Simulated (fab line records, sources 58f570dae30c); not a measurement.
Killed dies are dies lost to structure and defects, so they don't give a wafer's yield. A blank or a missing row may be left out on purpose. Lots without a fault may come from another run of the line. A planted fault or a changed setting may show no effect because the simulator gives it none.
Problem report in the 8D (eight disciplines) form, filled by code | flow berkeley_cmos170 | the parts of the form that need people (team, actions taken, sign-off) are left out

1. THE PROBLEM
bias_w at UCB170_M3_METAL_ETCH_18 reads a mean of 186.2 W on 6 wafers of 2 lots; wafers without a fault read 120.2 W with a standard deviation of 0.36. That is +99 or more standard deviations from the usual mean.
The step: etches Al in Cl2/BCl3, stops on SiO2, target depth 1170 nm, time 195 s.
First seen on wafer L990.2, day 8 21:17, on rie_metal-01. The record holds 42 wafers of 14 lots with a number at this step. Rule for "out", or "out of limits": more than 4 standard deviations from the usual mean. The other wafers with a number count as sound.

2. WHAT IT IS AND WHAT IT IS NOT
question                    | is                     | is not
which readings at this step | bias_w                 | bcl3_flow_sccm, drypump_motor_current_A, oes_product_au, throttle_valve_pct
which lots                  | L990, L993             | L100, L101, L102, L103, L104, L105, L982, L983, L984, L985, L988, L997
which wafers of those lots  | all that have a number | -
read on which tools         | rie_metal-01           | rie_metal-02, rie_metal-03
when                        | from day 8 21:17       | up to then (15 sound wafers); but 21 sound wafers of L100, L101, L102, L103, L104, L105, L997 came after

3. SUSPECTS, AND WHAT RULES EACH OUT
Counting: a tool at a process step up to the reading stays a suspect if it ran every lot that is out and no sound lot after the first of them.
- rie_metal-01 at UCB170_M3_METAL_ETCH_18 (etches Al in Cl2/BCl3, stops on SiO2, target depth 1170 nm, time 195 s): ruled out as a lasting fault. Sound lots L101, L102 ran on it after its first lot that is out, L990 (day 8 21:17).
Left after counting: nothing in the record.

4. THE CAUSE (what the simulator had put in)
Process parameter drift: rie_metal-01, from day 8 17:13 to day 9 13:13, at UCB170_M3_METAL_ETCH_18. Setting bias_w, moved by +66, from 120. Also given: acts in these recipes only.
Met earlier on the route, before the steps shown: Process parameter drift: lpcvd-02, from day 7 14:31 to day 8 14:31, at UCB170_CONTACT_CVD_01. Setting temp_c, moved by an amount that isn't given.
Counting ruled it out, wrongly.

5. THE CHAIN OF EFFECTS, in route order
Each row: a reading whose mean over the struck wafers that have a number lies more than 3 standard deviations from the usual. Only readings for which the record gives a usual standard deviation are gone through. hours: the time from each lot's start at the first step in this table that gives one to its start at this step, as a median over the lots. sigmas: the change in usual standard deviations.
hours | step                    | reading        | usual      | on struck wafers | change | sigmas
0     | UCB170_M3_METAL_ETCH_18 | bias_w         | 120.2 W    | 186.2            | +66.0  | +99 or more
0     | UCB170_M3_STRIP_19      | oes_product_au | 0.545 a.u. | 0.442            | -0.103 | -7.4
The process steps in it:
- UCB170_M3_METAL_ETCH_18: etches Al in Cl2/BCl3, stops on SiO2, target depth 1170 nm, time 195 s.
- UCB170_M3_STRIP_19: strips in O2.

6. WHAT WOULD HAVE CAUGHT IT SOONER
In this record the first reading out of limits was taken at day 8 21:17, 4 hours after the fault began at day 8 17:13.
